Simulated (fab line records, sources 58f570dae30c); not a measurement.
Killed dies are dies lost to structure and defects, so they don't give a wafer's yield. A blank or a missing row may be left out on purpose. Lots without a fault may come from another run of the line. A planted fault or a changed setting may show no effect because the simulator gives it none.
Split-lot experiment | flow berkeley_cmos170 | 5 lots, 23 wafers read, on a route of 331 steps

THE SPLIT
At UCB170_SACOX_OXIDATION_01 (target thk 14.4 nm, ox time 2400 s), the setting temp_c was moved away from the recipe's 900 C on 10 of the 23 wafers read, by +1.7% to +2.1%. The other wafers ran this setting at the recipe's value.

The file shows no step between the split and the reading.

THE READING
SACOX_OXIDE_THK, in nm, at UCB170_SACOX_THK_MEAS_02. Fault-free wafers of this fab line usually give 14.47 nm, standard deviation 0.23 nm.

wafer  | tool, chamber at the split | temp_c as run, C | against the recipe | SACOX_OXIDE_THK, nm | against lot-mates on the recipe
L076.1 | -, -                       | 900              | recipe             | 14.38               | -
L076.2 | -, -                       | 900              | recipe             | 14.06               | -
L076.3 | -, -                       | 900              | recipe             | 14.41               | -
L076.4 | -, -                       | 900              | recipe             | 14.26               | -
L076.5 | -, -                       | 900              | recipe             | 14.30               | -
L077.2 | -, -                       | 900              | recipe             | 14.49               | -
L077.3 | -, -                       | 900              | recipe             | 14.83               | -
L077.4 | -, -                       | 900              | recipe             | 14.66               | -
L077.5 | -, -                       | 900              | recipe             | 14.69               | -
L077.6 | -, -                       | 900              | recipe             | 14.56               | -
L078.2 | -, -                       | 914.9            | +1.7%              | 16.99               | no lot-mate on the recipe
L078.3 | -, -                       | 914.9            | +1.7%              | 16.97               | no lot-mate on the recipe
L078.4 | -, -                       | 914.9            | +1.7%              | 17.17               | no lot-mate on the recipe
L078.5 | -, -                       | 914.9            | +1.7%              | 16.86               | no lot-mate on the recipe
L078.6 | -, -                       | 914.9            | +1.7%              | 17.09               | no lot-mate on the recipe
L080.1 | -, -                       | 918.9            | +2.1%              | 17.43               | no lot-mate on the recipe
L080.2 | -, -                       | 918.9            | +2.1%              | 17.90               | no lot-mate on the recipe
L080.3 | -, -                       | 918.9            | +2.1%              | 17.60               | no lot-mate on the recipe
L080.4 | -, -                       | 918.9            | +2.1%              | 17.50               | no lot-mate on the recipe
L080.6 | -, -                       | 918.9            | +2.1%              | 17.73               | no lot-mate on the recipe
L081.2 | furnace-01, 0              | 900              | recipe             | 14.84               | -
L081.3 | furnace-01, 0              | 900              | recipe             | 14.76               | -
L081.6 | furnace-01, 0              | 900              | recipe             | 14.77               | -

THE FIT
A straight line over all 23 wafers: SACOX_OXIDE_THK changes by +1.48 nm for each +1% of temp_c; r = +0.99; the points scatter about the line by 0.21 nm.
Too few moved wafers have a lot-mate on the recipe to fit a line with each lot's own level taken away.

THE WHOLE CHAIN: every reading that the file lists as answering this split, in the file's order
step                      | what it does                       | reading                                                                            | change (the file's fit)              | r (the file's)
UCB170_SACOX_OXIDATION_01 | target thk 14.4 nm, ox time 2400 s | SiO2_of_SACOX_OXIDATION_01.thk_nm (the simulator's own value, which no gauge read) | +1.48 nm for each +1% of the setting | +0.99
UCB170_SACOX_THK_MEAS_02  |                                    | SACOX_OXIDE_THK                                                                    | +1.48 for each +1% of the setting    | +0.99

THE FILE'S OWN FIT
SACOX_OXIDE_THK changes by +1.48 nm for each +1% of temp_c, r = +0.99.
